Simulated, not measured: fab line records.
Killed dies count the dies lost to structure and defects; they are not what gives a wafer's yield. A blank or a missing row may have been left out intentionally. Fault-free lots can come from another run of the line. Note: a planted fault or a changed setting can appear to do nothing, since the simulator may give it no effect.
fab line records + flow rit-cmos
record:
- lots: 6
- wafers: 18
- last-day: 7
route steps=202 shown GATE@88 REOX@98 M1@202
lots that met no fault: from a run of the same line without faults
start-h: the number of hours between the record's first day and the start of the first shown wafer of the lot + wait-h: hours from the lot's prior step to this one + " as in the row above + L1.1+2: a row that stands for several wafers + - value missing, or start not given + * or withheld: withheld + < > ~ a bound
route shown NAME@n: a module of which the file shows steps, and the number in the route of the first + usual: the fault-free wafers' mean and standard deviation + same: alike in all rows + chamber/n: place in a boat + sites: each site's reading + _std_site: the values' standard deviation + _edge_site: mean of outer sites minus mean of inner sites + radius-mm: how far each site lies from the wafer's centre + mask NAME#n: copy n + behind: the tool/chamber that last shaped the wafer + hold: reason for holding the lot/hours on hold/outcome of the hold + device: transistor that didn't switch, given as n, p or np + end of line: the tests these same wafers got at the end of their route + a step given without rows: its recipe and nothing more + killed: at the first sort, the dies lost to defects and structure; wafer yield is something else + map: a wafer's dies, marking killed ones x, the rest . and places with no die _
set.NAME: the setting the step ran with; set.NAME@STEP: the setting that earlier step ran with + model.NAME: the simulator's own value behind a step, which no gauge read
a table for each step, a row for each wafer; lots at some steps of the route
services: when a tool's chamber went out of use (start-h, in hours from the record's first day, below 0 if earlier), for how many hours, and the reason
== steps ==
step: RIT_GATE_SOFTBAKE_12
recipe:
- resist: NOVOLAK
- temp-c: 90
- time-s: 60
step: RIT_GATE_EXPOSE_13
recipe:
- mask-id: M6
- na: 0.6
- source-shape: conventional
- sigma-outer: 0.6
- target-cd-nm: 150
- dose-mj: 380
step: RIT_GATE_PEB_14
recipe:
- resist: NOVOLAK
- temp-c: withheld
- time-s: withheld
step: RIT_GATE_DEVELOP_15
recipe:
- resist: NOVOLAK
- develop-time-s: 50
- dev-temp-c: 23
step: RIT_GATE_CD_MEAS_16
recipe:
- target-cd-nm: 150
usual:
- cd-nm: 151.5/2
| lot.wafer | tool      | chamber | start-h | wait-h | cd-nm |
|-----------|-----------|---------|---------|--------|-------|
| L911.3    | cd-sem-02 | -       | 63.03   | -      | 151.9 |
| L911.5    | "         | -       | "       | "      | 151.2 |
| L911.6    | "         | -       | "       | "      | 151.2 |
| L917.1    | cd-sem-01 | -       | 93.55   | -      | 148.2 |
| L917.5    | "         | -       | "       | "      | 150.4 |
| L917.6    | "         | -       | "       | "      | 147.4 |
| L920.1    | cd-sem-02 | -       | 104.30  | -      | 149.4 |
| L920.4    | "         | -       | "       | "      | 148.9 |
| L920.5    | "         | -       | "       | "      | 149.7 |
| L926.3    | cd-sem-02 | -       | 133.89  | -      | 154.2 |
| L926.4    | "         | -       | "       | "      | 152.9 |
| L926.5    | "         | -       | "       | "      | 154.2 |
| L927.1    | cd-sem-02 | -       | 137.56  | -      | 155.6 |
| L927.3    | "         | -       | "       | "      | 154.6 |
| L927.6    | "         | -       | "       | "      | 152.5 |
| L930.1    | cd-sem-02 | -       | 157.11  | -      | 149.5 |
| L930.3    | "         | -       | "       | "      | 151.7 |
| L930.4    | "         | -       | "       | "      | 152.2 |
step: RIT_GATE_OVL_MEAS_17
usual:
- GATE_OVL: 0.4/1.4
| lot.wafer | tool       | chamber | start-h | wait-h | GATE_OVL[nm] |
|-----------|------------|---------|---------|--------|--------------|
| L911.3    | overlay-01 | -       | 63.12   | 0.1    | 0.3          |
| L911.5    | "          | -       | "       | "      | 0.7          |
| L911.6    | "          | -       | "       | "      | 0.6          |
| L917.1    | overlay-01 | -       | 93.67   | 0.1    | 0.0          |
| L917.5    | "          | -       | "       | "      | 1.5          |
| L917.6    | "          | -       | "       | "      | 2.0          |
| L920.1    | overlay-02 | -       | 104.42  | 0.1    | 0.2          |
| L920.4    | "          | -       | "       | "      | -0.9         |
| L920.5    | "          | -       | "       | "      | -0.6         |
| L926.3    | overlay-02 | -       | 133.98  | 0.1    | 0.2          |
| L926.4    | "          | -       | "       | "      | 0.5          |
| L926.5    | "          | -       | "       | "      | 1.3          |
| L927.1    | overlay-02 | -       | 137.68  | 0.1    | -1.8         |
| L927.3    | "          | -       | "       | "      | -1.0         |
| L927.6    | "          | -       | "       | "      | -0.1         |
| L930.1    | overlay-01 | -       | 157.23  | 0.1    | -0.9         |
| L930.3    | "          | -       | "       | "      | 0.1          |
| L930.4    | "          | -       | "       | "      | -0.4         |
step: RIT_GATE_HARDBAKE_18
recipe:
- resist: NOVOLAK
- temp-c: 140
- time-s: 60
step: RIT_GATE_ETCH_19
recipe:
- chemistry: SF6/CHF3/O2
- time-s: 165
- SF6_flow_sccm: 30
- CHF3_flow_sccm: 30
- O2_flow_sccm: 5
- target: poly-Si
- pressure-mtorr: 40
- rf-w: 160
- target-depth-a: 3125
- over-etch-frac: 0.25
- stop-on: SiO2
usual:
- drypump-motor-current-A: 5.7/0.66
- oes-product-au: 0.850/0.017
- throttle-valve-pct: 10.28/0.1
| lot.wafer | tool      | chamber | start-h | wait-h | drypump-motor-current-A | oes-product-au | rf-hours-counter-h | throttle-valve-pct |
|-----------|-----------|---------|---------|--------|-------------------------|----------------|--------------------|--------------------|
| L911.3    | rie-si-02 | 0       | 63.32   | 0.1    | 6.2                     | 0.828          | 116                | 10.21              |
| L911.5    | "         | 0       | "       | "      | 6.2                     | 0.838          | -                  | 10.20              |
| L911.6    | "         | 1       | "       | "      | 6.1                     | 0.876          | -                  | 10.52              |
| L917.1    | rie-si-02 | 0       | 93.86   | 0.1    | 6.2                     | 0.833          | 116                | 10.21              |
| L917.5    | "         | 1       | "       | "      | 6.1                     | 0.873          | -                  | 10.51              |
| L917.6    | "         | 2       | "       | "      | 4.8                     | 0.864          | -                  | 10.29              |
| L920.1    | rie-si-01 | 2       | 104.61  | 0.1    | 5.0                     | 0.835          | 76                 | 10.23              |
| L920.4    | "         | 0       | "       | "      | 4.9                     | 0.868          | 59                 | 10.32              |
| L920.5    | "         | 0       | "       | "      | 4.8                     | 0.858          | -                  | 10.32              |
| L926.3    | rie-si-01 | 1       | 134.15  | 0.1    | 6.7                     | 0.822          | 41                 | 10.32              |
| L926.4    | "         | 2       | "       | "      | 5.0                     | 0.836          | 76                 | 10.24              |
| L926.5    | "         | 1       | "       | "      | 6.7                     | 0.844          | -                  | 10.30              |
| L927.1    | rie-si-02 | 3       | 137.87  | 0.1    | 6.0                     | 0.827          | 32                 | 10.20              |
| L927.3    | "         | 0       | "       | "      | 6.2                     | 0.831          | 117                | 10.21              |
| L927.6    | "         | 0       | "       | "      | 6.2                     | 0.839          | -                  | 10.20              |
| L930.1    | rie-si-01 | 1       | 157.41  | 0.1    | 6.6                     | 0.853          | 41                 | 10.31              |
| L930.3    | "         | 0       | "       | "      | 4.8                     | 0.873          | 59                 | 10.32              |
| L930.4    | "         | 3       | "       | "      | 6.0                     | 0.838          | 0                  | 10.17              |
step: RIT_GATE_STRIP_20
recipe:
- chemistry: O2
- time-s: 180
- resist: NOVOLAK
- platen-temp-c: withheld
- power-w: 500
- pressure-mtorr: 4000
- o2-flow-sccm: 4000
usual:
- drypump-motor-current-A: 5.2/0.59
- rf-refl-power-W: 7.6/0.94
| lot.wafer | tool            | chamber | start-h | wait-h | drypump-motor-current-A | rf-hours-counter-h | rf-refl-power-W |
|-----------|-----------------|---------|---------|--------|-------------------------|--------------------|-----------------|
| L911.3    | plasma-asher-04 | 0       | 63.49   | 0.1    | 4.8                     | -                  | 8.9             |
| L911.5    | "               | 1       | "       | "      | 5.2                     | -                  | 7.7             |
| L911.6    | "               | 0       | "       | "      | 4.8                     | -                  | 8.7             |
| L917.1    | plasma-asher-01 | 0       | 93.97   | 0.1    | 5.3                     | 37                 | 8.1             |
| L917.5    | "               | 1       | "       | "      | 4.7                     | -                  | 6.2             |
| L917.6    | "               | 0       | "       | "      | 5.3                     | -                  | 8.2             |
| L920.1    | plasma-asher-04 | 0       | 104.71  | 0.1    | 4.8                     | 53                 | 9.2             |
| L920.4    | "               | 1       | "       | "      | 5.1                     | -                  | 7.7             |
| L920.5    | "               | 1       | "       | "      | 5.1                     | -                  | 7.9             |
| L926.3    | plasma-asher-04 | 0       | 134.32  | 0.1    | 4.8                     | -                  | 8.9             |
| L926.4    | "               | 1       | "       | "      | 5.2                     | -                  | 7.5             |
| L926.5    | "               | 1       | "       | "      | 5.2                     | -                  | 7.5             |
| L927.1    | plasma-asher-02 | 1       | 137.97  | 0.1    | 5.0                     | 32                 | 7.8             |
| L927.3    | "               | 1       | "       | "      | 5.0                     | -                  | 7.6             |
| L927.6    | "               | 0       | "       | "      | 6.5                     | -                  | 6.8             |
| L930.1    | plasma-asher-04 | 0       | 157.52  | 0.1    | 4.8                     | 60                 | 9.3             |
| L930.3    | "               | 0       | "       | "      | 4.8                     | -                  | 8.9             |
| L930.4    | "               | 1       | "       | "      | 5.2                     | -                  | 7.2             |
step: RIT_GATE_CD_MEAS_90
recipe:
- target-cd-nm: 150
usual:
- cd-nm: 151.6/2.1
| lot.wafer | tool      | chamber | start-h | wait-h | cd-nm |
|-----------|-----------|---------|---------|--------|-------|
| L911.3    | cd-sem-01 | -       | 63.64   | 0.1    | 152.5 |
| L911.5    | "         | -       | "       | "      | 151.4 |
| L911.6    | "         | -       | "       | "      | 151.9 |
| L917.1    | cd-sem-02 | -       | 94.14   | 0.1    | 147.5 |
| L917.5    | "         | -       | "       | "      | 150.8 |
| L917.6    | "         | -       | "       | "      | 147.1 |
| L920.1    | cd-sem-01 | -       | 104.89  | 0.1    | 149.8 |
| L920.4    | "         | -       | "       | "      | 148.7 |
| L920.5    | "         | -       | "       | "      | 150.0 |
| L926.3    | cd-sem-01 | -       | 134.48  | 0.1    | 154.2 |
| L926.4    | "         | -       | "       | "      | 152.9 |
| L926.5    | "         | -       | "       | "      | 153.9 |
| L927.1    | cd-sem-01 | -       | 138.15  | 0.1    | 155.7 |
| L927.3    | "         | -       | "       | "      | 155.0 |
| L927.6    | "         | -       | "       | "      | 152.7 |
| L930.1    | cd-sem-02 | -       | 157.70  | 0.1    | 149.1 |
| L930.3    | "         | -       | "       | "      | 152.0 |
| L930.4    | "         | -       | "       | "      | 152.3 |
step: RIT_REOX_CLEAN_00
recipe:
- chemistry: SC1
- mix: 3:3:50
- time-s: 600
- temp-c: 75
step: RIT_REOX_CLEAN_01
recipe:
- chemistry: dHF
- dilution: 50:1
- time-s: 30
step: RIT_REOX_CLEAN_02
recipe:
- chemistry: SC2
- mix: 3:3:50
- time-s: 600
- temp-c: 75
- dry: n2-spin
usual:
- run-length-s: 627.4/2.9
| lot.wafer | tool         | chamber | start-h | wait-h | run-length-s |
|-----------|--------------|---------|---------|--------|--------------|
| L911.3    | wet-bench-01 | 1       | 64.09   | 0.0    | 635.4        |
| L911.5    | "            | 1       | "       | "      | 635.4        |
| L911.6    | "            | 1       | "       | "      | 635.4        |
| L917.1    | wet-bench-04 | 3       | 94.47   | 0.0    | 624.7        |
| L917.5    | "            | 3       | "       | "      | 624.7        |
| L917.6    | "            | 3       | "       | "      | 624.7        |
| L920.1    | wet-bench-03 | 3       | 105.20  | 0.0    | 624.6        |
| L920.4    | "            | 3       | "       | "      | 624.6        |
| L920.5    | "            | 3       | "       | "      | 624.6        |
| L926.3    | wet-bench-01 | 0       | 134.75  | 0.0    | 512.5        |
| L926.4    | "            | 0       | "       | "      | 512.5        |
| L926.5    | "            | 0       | "       | "      | 512.5        |
| L927.1    | wet-bench-01 | 3       | 138.46  | 0.0    | 513.1        |
| L927.3    | "            | 3       | "       | "      | 513.1        |
| L927.6    | "            | 3       | "       | "      | 513.1        |
| L930.1    | wet-bench-03 | 0       | 158.02  | 0.0    | 626.1        |
| L930.3    | "            | 0       | "       | "      | 626.1        |
| L930.4    | "            | 0       | "       | "      | 626.1        |
step: RIT_REOX_OXIDATION_03
recipe:
- temp-c: 900
- ambient: O2
- target-thk-a: 252
- ox-time-s: 5580
step: RIT_M1_PROBE_99
usual:
- killed-at-contacts: 0.0/0.22
- killed-at-front-end: 6.6/3
- killed-dies: 6.6/3
- killed-open: 3.4/2
- killed-short: 3.2/2
same:
- gross-dies: 264
- killed_at_M0_to_M3: 0
- killed_at_M4_up: 0
- killed-at-back-side: 0
- killed-at-other: 0
| lot.wafer | tool      | chamber | start-h | wait-h | killed-at-contacts | killed-at-front-end | killed-dies | killed-open | killed-short |
|-----------|-----------|---------|---------|--------|--------------------|---------------------|-------------|-------------|--------------|
| L911.3    | prober-01 | -       | 83.30   | 0.2    | 0                  | 11                  | 11          | 7           | 4            |
| L911.5    | prober-01 | -       | 83.40   | 0.2    | 0                  | 6                   | 6           | 3           | 3            |
| L911.6    | prober-01 | -       | 83.45   | 0.2    | 0                  | 8                   | 8           | 3           | 5            |
| L917.1    | prober-01 | -       | 114.81  | 0.1    | 0                  | 7                   | 7           | 1           | 6            |
| L917.5    | prober-01 | -       | 115.01  | 0.2    | 0                  | 6                   | 6           | 4           | 2            |
| L917.6    | prober-01 | -       | 115.06  | 0.2    | 0                  | 4                   | 4           | 3           | 1            |
| L920.1    | prober-01 | -       | 126.26  | 0.1    | 0                  | 8                   | 8           | 4           | 4            |
| L920.4    | prober-01 | -       | 126.41  | 0.2    | 0                  | 6                   | 6           | 4           | 2            |
| L920.5    | prober-01 | -       | 126.46  | 0.2    | 0                  | 5                   | 5           | 4           | 1            |
| L926.3    | prober-01 | -       | 155.05  | 0.2    | 0                  | 4                   | 4           | 3           | 1            |
| L926.4    | prober-01 | -       | 155.10  | 0.2    | 0                  | 7                   | 7           | 5           | 2            |
| L926.5    | prober-01 | -       | 155.15  | 0.2    | 0                  | 5                   | 5           | 2           | 3            |
killed by level:class
L911.3 FOX2:geometric-particle:open=2 FOX2:geometric-particle:short=2 REOX:geometric-particle:open=2 ACTIVE:geometric-particle:open=1 GATE:geometric-particle:open=1 GATE:geometric-particle:short=1 SPACER:geometric-particle:open=1 SILICIDE:geometric-particle:short=1
L911.5 SPACER:geometric-particle:open=2 REOX:geometric-particle:short=1 SPACER:geometric-particle:short=1 SILICIDE:geometric-particle:short=1 SILICIDE:geometric-particle:open=1
L911.6 SILICIDE:geometric-particle:short=2 FOX1:geometric-particle:open=1 FOX2:geometric-particle:short=1 GATE:geometric-particle:short=1 GATE:geometric-particle:open=1 REOX:geometric-particle:short=1 REOX:geometric-particle:open=1
L917.1 FOX1:geometric-particle:short=2 FOX2:geometric-particle:short=2 FOX1:geometric-particle:open=1 GATE:geometric-particle:short=1 REOX:geometric-particle:short=1
L917.5 GATE:geometric-particle:open=4 FOX2:geometric-particle:short=1 REOX:geometric-particle:short=1
L917.6 FOX1:geometric-particle:open=1 GATE:geometric-particle:open=1 GATE:geometric-particle:short=1 SPACER:geometric-particle:open=1
L920.1 GATE:geometric-particle:short=3 FOX1:geometric-particle:open=1 GATE:geometric-particle:open=1 REOX:geometric-particle:short=1 REOX:geometric-particle:open=1 SILICIDE:geometric-particle:open=1
L920.4 REOX:geometric-particle:open=2 FOX1:geometric-particle:short=1 GATE:geometric-particle:open=1 SILICIDE:geometric-particle:open=1 SILICIDE:geometric-particle:short=1
L920.5 SPACER:geometric-particle:open=2 FOX1:geometric-particle:open=1 SILICIDE:geometric-particle:short=1 SILICIDE:geometric-particle:open=1
L926.3 SPACER:geometric-particle:open=2 FOX1:geometric-particle:open=1 GATE:geometric-particle:short=1
L926.4 GATE:geometric-particle:open=2 FOX1:geometric-particle:open=1 FOX2:geometric-particle:open=1 GATE:geometric-particle:short=1 REOX:geometric-particle:short=1 SPACER:geometric-particle:open=1
L926.5 FOX1:geometric-particle:short=2 FOX1:geometric-particle:open=1 GATE:geometric-particle:open=1 SPACER:geometric-particle:short=1
== services ==
| tool            | chamber | start-h | hours | kind           |
|-----------------|---------|---------|-------|----------------|
| wet-bench-01    | -       | 96.57   | 1.0   | repair         |
| plasma-asher-01 | -       | 108.75  | 9.0   | pm             |
| plasma-asher-01 | 0       | 108.75  | 9.0   | vent-cycle     |
| plasma-asher-01 | 1       | 108.75  | 9.0   | vent-cycle     |
| plasma-asher-01 | 0       | 117.75  | -     | clean          |
| plasma-asher-01 | 1       | 117.75  | -     | clean          |
| rie-si-01       | 3       | 122.60  | 8.2   | repair         |
| rie-si-02       | 1       | 136.18  | 2.5   | repair         |
| rie-si-01       | 3       | 139.31  | -     | clean          |
| rie-si-01       | 3       | 139.31  | 18.0  | scheduled-down |
| rie-si-01       | 3       | 139.31  | 18.0  | vent-cycle     |
| plasma-asher-02 | -       | 157.25  | 4.0   | repair         |
== key ==
first-sign:
- step: RIT_REOX_CLEAN_02
- reading: run-length-s
- direction: down
- sigmas: 40
- usual: *
- struck: *
effect none on later readings
met-at RIT_REOX_CLEAN_02
struck-wafers L926.3,L926.4,L926.5,L927.1,L927.3,L927.6
tester-left-out L926,L927
onset-between 64.09 134.75
fault:
- kind: process-parameter-drift
- tool: wet-bench-01
- chamber: -
- onset-h: 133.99
- steps: RIT_REOX_CLEAN_02
- channel: time-s
- offset: *
- shape: step
- end-h: 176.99
- acts-in: *
- stated: *
tester-left-out: of these lots the tester's yield and bins aren't shown, on N5 and GAA mostly nor the transistor test; their killed dies are dies lost to structure and defects alone, not to doping, threshold or leakage, so they don't give the yield
